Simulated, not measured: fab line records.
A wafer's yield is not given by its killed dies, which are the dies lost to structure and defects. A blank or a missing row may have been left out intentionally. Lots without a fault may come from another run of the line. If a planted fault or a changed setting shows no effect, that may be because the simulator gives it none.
Problem report in the 8D (eight disciplines) form, filled by code + flow rit_cmos + the parts of the form that need people (team, actions taken, sign-off) are left out

1. PROBLEM STATEMENT
Across 6 wafers from 2 lots, REOX_OXIDE_THK at RIT_REOX_THK_MEAS_04 averages 29.5 nm, while fault-free wafers read 25.2 nm with a standard deviation of 0.51. Relative to the usual mean, that is a shift of +8.4 standard deviations.
Seen first at day 4 23:28 on film_metro-02, wafer L407.1. Wafers with a number at this step in the record: 42, from 14 lots. The rule behind "out" and "out of limits": a value lying over 4 standard deviations away from the usual mean. The other wafers with a number count as sound.

2. WHAT IT IS, AND WHAT IT ISN'T
| question                    | is                           | is not                                                                                             |
|-----------------------------|------------------------------|----------------------------------------------------------------------------------------------------|
| which readings at this step | REOX_OXIDE_THK               | -                                                                                                  |
| which lots                  | L407, L408                   | L398, L399, L400, L402, L403, L404, L412, L413, L414, L416, L417, L420                             |
| which wafers of those lots  | all that have a number       | -                                                                                                  |
| read on which gauges        | film_metro-02, film_metro-04 | film_metro-01                                                                                      |
| when                        | from day 4 23:28             | up to then (18 sound wafers); but 18 sound wafers of L412, L413, L414, L416, L417, L420 came after |

3. WHAT RULES OUT EACH SUSPECT
Counting: a tool stays on the suspect list if, at a process step up to the reading, it processed all lots that are out and no sound lot following the first of them.
- the gauge at RIT_REOX_THK_MEAS_04 has been ruled out. Those wafers that are out were read across 2 gauges (film_metro-02, film_metro-04).
- furnace-01 at RIT_REOX_OXIDATION_03 (target thk 25.2 nm, ox time 5580 s): kept. Every lot that is out went through it, starting with L407 (day 4 20:55), and after that it ran no sound lot; the last sound lot it ran before then is L404 (day 4 02:58). Out on those wafers are its own readings of spike_tc_centre_C, spike_tc_load_C, spike_tc_source_C, tube_center_temp_C, tube_center_temp_C_max.
Left after counting: furnace-01 at RIT_REOX_OXIDATION_03.

4. THE CAUSE (what the simulator had put in)
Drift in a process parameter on furnace-01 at RIT_REOX_OXIDATION_03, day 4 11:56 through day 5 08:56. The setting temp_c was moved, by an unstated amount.
The count eliminated every tool but this one.

5. THE CHAIN OF EFFECTS, in route order
Rows list readings where the struck wafers' mean (over those with a number) sits beyond 3 standard deviations from the usual. Scope: only readings with a usual standard deviation given in the record; hours: median across lots of the time from each lot's start at the first step in this table that gives one to its start at this step; sigmas: change in usual standard deviations.
| hours | step                  | reading                | usual   | on struck wafers | change | sigmas      |
|-------|-----------------------|------------------------|---------|------------------|--------|-------------|
| 0     | RIT_REOX_OXIDATION_03 | spike_tc_centre_C      | 902.4 C | 917.0            | +14.6  | +11         |
| 0     | RIT_REOX_OXIDATION_03 | spike_tc_load_C        | 925.6 C | 939.2            | +13.6  | +9.1        |
| 0     | RIT_REOX_OXIDATION_03 | spike_tc_source_C      | 920 C   | 938              | +18    | +4.4        |
| 0     | RIT_REOX_OXIDATION_03 | tube_center_temp_C     | 900 C   | 915              | +15    | +99 or more |
| 0     | RIT_REOX_OXIDATION_03 | tube_center_temp_C_max | 902.3   | 917.3            | +15.0  | +37         |
| 3     | RIT_REOX_THK_MEAS_04  | REOX_OXIDE_THK         | 25.2 nm | 29.5             | +4.3   | +8.4        |
Here are the process steps it includes:
- RIT_REOX_OXIDATION_03: target thk 25.2 nm, ox time 5580 s.

6. HOW IT WOULD HAVE BEEN CAUGHT EARLIER
The first out-of-limits reading at a measuring or inspecting step in this record came at day 4 23:28, 12 hours after the fault's start at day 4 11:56.
Tool's own readings at RIT_REOX_OXIDATION_03, spike_tc_centre_C, spike_tc_load_C, spike_tc_source_C, tube_center_temp_C, tube_center_temp_C_max: out on all struck wafers the step has rows for; an alarm limit on them would have tripped on the first.
Of the lots that are out (2), L408 began RIT_REOX_OXIDATION_03 on furnace-01 after day 4 23:28. A hold on the tool at that time would have spared it.
